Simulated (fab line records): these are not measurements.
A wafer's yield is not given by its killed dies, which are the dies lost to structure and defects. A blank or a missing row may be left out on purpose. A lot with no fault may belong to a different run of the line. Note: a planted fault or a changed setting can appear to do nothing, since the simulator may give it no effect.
Which of the tools did it? | flow berkeley cmos170 | 7 lots with 21 wafers sampled at 2 steps, on a route of 331 steps

WHAT EACH GAUGE READ, for each wafer
UCB170_GATE_THK_MEAS_05.
lot  | measured     | on            | GATE_POLY_THK (nm)
L928 | day 6 14:25  | film metro-04 | 217.2 215.8 214.5
L930 | day 7 03:43  | film metro-04 | 216.1 215.5 215.4
L933 | day 7 17:14  | film metro-04 | 212.4 213.0 215.4
L935 | day 8 03:50  | film metro-03 | 212.5 213.6 215.3
L941 | day 9 10:22  | film metro-03 | 360.0 360.7 359.5
L943 | day 9 10:25  | film metro-02 | 357.7 360.1 359.0
L947 | day 10 12:02 | film metro-04 | 210.4 208.7 208.5

WHAT TOOL EACH LOT RAN ON (gives the tool, then ch and the chambers of the sampled wafers, and finally the start)
lot  | UCB170_GATE_CVD_04
L928 | lpcvd-02 ch 1, day 6 13:00
L930 | lpcvd-02 ch 0, day 7 02:16
L933 | lpcvd-01 ch 0, day 7 15:49
L935 | lpcvd-01 ch 0, day 8 02:25
L941 | lpcvd-02 ch 0, day 9 08:56
L943 | lpcvd-02 ch 0, day 9 08:56
L947 | lpcvd-01 ch 0, day 10 10:37
- UCB170_GATE_CVD_04: deposits poly-Si from SiH4, time 1440 s, target thk 214 nm.

THE ANSWER, worked out from the rows above alone
Rule: the usual values come from the lots themselves. Put in order of their means at a reading, lots are off if they are a third of the lots or fewer, leave a main group of 4 or more, and stand apart from it by a gap of 3 or more times the standard deviation of the main group's means; of several such gaps the widest counts. The tables above print the reading to a certain number of digits; a main group whose means all agree to those digits is not used. Also off: a lot with no number at a reading for which 4 or more lots have one. Any other lot the step has rows for is counted as sound.
Off: L941, L943, seen at UCB170_GATE_THK_MEAS_05 (GATE_POLY_THK). Mean 213.6 nm and standard deviation 2.4 in the main group.
A tool fits if, at a process step before that reading, it ran every lot that is off, and no sound lot after the first of them. The gauges at UCB170_GATE_THK_MEAS_05 are tried like those tools. One candidate fits, namely lpcvd-02 at UCB170_GATE_CVD_04. Its last sound lot is L930 (day 7 02:16), its first lot that is off L941 (day 9 08:56): a fault that began between those two fits.

WHAT THE SIMULATOR HAD PUT IN
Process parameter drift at UCB170_GATE_CVD_04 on lpcvd-02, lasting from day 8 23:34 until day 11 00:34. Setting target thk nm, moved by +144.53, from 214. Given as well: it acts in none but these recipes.
Lots struck among those shown: L941, L943. The rule above found the same.
